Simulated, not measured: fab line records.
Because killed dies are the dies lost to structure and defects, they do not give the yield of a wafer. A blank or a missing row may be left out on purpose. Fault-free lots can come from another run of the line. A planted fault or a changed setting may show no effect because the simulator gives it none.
Struck lot and sound lot, side by side    flow rit_cmos    18 out of 202 route steps
Sound: wafers L764.2, L764.3, L764.4. The struck wafers were L781.1, L781.4, L781.6. The cause is named last.
Each step with rows lists, per side, the tool, then ch with its chambers, then its first start. Under that, the readings that differ: sound wafers    struck wafers    difference of the means    sigmas: that difference in standard deviations of wafers without a fault.
alike: readings whose means differ by less than 2 such deviations, and words and numbers that are the same on both sides. not compared: withheld readings, readings that some wafer has no value for, bounds like >300 that may hide the same value, and numbers for which the record gives no deviation and whose values overlap.
Wherever a step has rows on one side only, a row that says differs or no value, or a row with sigmas, the two part there. Numbers that have no deviation but don't overlap get no sigmas and don't part them. A reading missing from all wafers of one side parts the sides only when that side holds two or more wafers.

RIT_SILICIDE_RTA_06: time 10 s, ramp up 5 s, ramp down 10 s.
  sound on rtp_anneal-02 ch 0, day 3 04:14; struck on rtp_anneal-02 ch 0, day 7 15:05
  alike: anneal_temp_c_max, wafer_temp_C_max
RIT_CONTACT_CVD_00: deposits SiO2 from TEOS, target thk 400 nm, time 61 s.
  sound on pecvd-01 ch 0,1, day 3 04:17; struck on pecvd-01 ch 1,2, day 7 15:10
  alike: heater_power_w, susceptor_temp_C
RIT_CONTACT_THK_MEAS_01:
  sound on film_metro-04, day 3 04:20; struck on film_metro-02, day 7 15:13
  alike: CONTACT_TEOS_THK
then, 6 steps without rows for these wafers: RIT_CONTACT_HMDS_02 (prime time 60 s); RIT_CONTACT_COAT_03 (resist thk 1000 nm); RIT_CONTACT_SOFTBAKE_04 (time 60 s); RIT_CONTACT_EXPOSE_05 (exposes mask M11, target cd 1000 nm); RIT_CONTACT_PEB_06; RIT_CONTACT_DEVELOP_07 (develop time 120 s).
RIT_CONTACT_CD_MEAS_08 targets a cd of 1000 nm.
  sound on cd_sem-01, day 3 05:31; struck on cd_sem-01, day 7 16:25
  alike: cd_nm
RIT_CONTACT_OVL_MEAS_09:
  sound on overlay-02, day 3 05:37; struck on overlay-01, day 7 16:32
  alike: CONTACT_OVL
then, 1 step without rows for these wafers: RIT_CONTACT_HARDBAKE_10 (time 60 s).
RIT_CONTACT_ETCH_11: etches SiO2 in CHF3/CF4/Ar, stops on TiSi2, target depth 480 nm, time 320 s.
  sound on rie_diel-02 ch 0,3, day 3 05:47; struck on rie_diel-04 ch 0,1,2, day 7 16:52
reading                                       sound              struck             difference  sigmas
model.etch.depth_nm (nm)                      399.9 399.1 404.9  320.8 330.8 323.2  -76.4       
model.CONTACT.feature_depth_nm (nm)           399.9 399.1 404.9  320.8 330.8 323.2  -76.4       
model.NOVOLAK_of_CONTACT_COAT_03.thk_nm (nm)  770.8 770.1 770.5  805.6 806 805      +35.1       
  alike: drypump_motor_current_A, oes_product_au, throttle_valve_pct
  not compared: rf_hours_counter_h
RIT_CONTACT_STRIP_12: strips in O2, time 180 s.
  sound on plasma_asher-03 ch 0,1, day 3 05:59; struck on plasma_asher-04 ch 0,1, day 7 17:03
  alike: drypump_motor_current_A
  not compared: rf_hours_counter_h
RIT_CONTACT_CD_MEAS_90 targets a cd of 1000 nm.
  sound on cd_sem-01, day 3 06:11; struck on cd_sem-01, day 7 17:14
  alike: cd_nm
then, 2 steps without rows for these wafers: RIT_CONTACT_CLEAN_13 (cleans in SC1, time 600 s); RIT_CONTACT_CLEAN_14 (cleans in SC2, time 600 s).
RIT_M1_PROBE_99:
  sound on prober-01, day 3 11:01; struck on prober-01, day 7 22:48
reading             sound   struck       difference  sigmas
killed_at_contacts  0 0 0   252 260 256  +256        +99 or more
killed_dies         7 12 8  264 264 264  +255        +82
killed_on_rim       2 2 0   70 70 70     +69         +53
  alike: killed_at_front_end, killed_open, killed_short

WHERE THEY PART
At RIT_M1_PROBE_99 and nowhere else, as far as this record goes.

WHY: whatever the simulator had introduced
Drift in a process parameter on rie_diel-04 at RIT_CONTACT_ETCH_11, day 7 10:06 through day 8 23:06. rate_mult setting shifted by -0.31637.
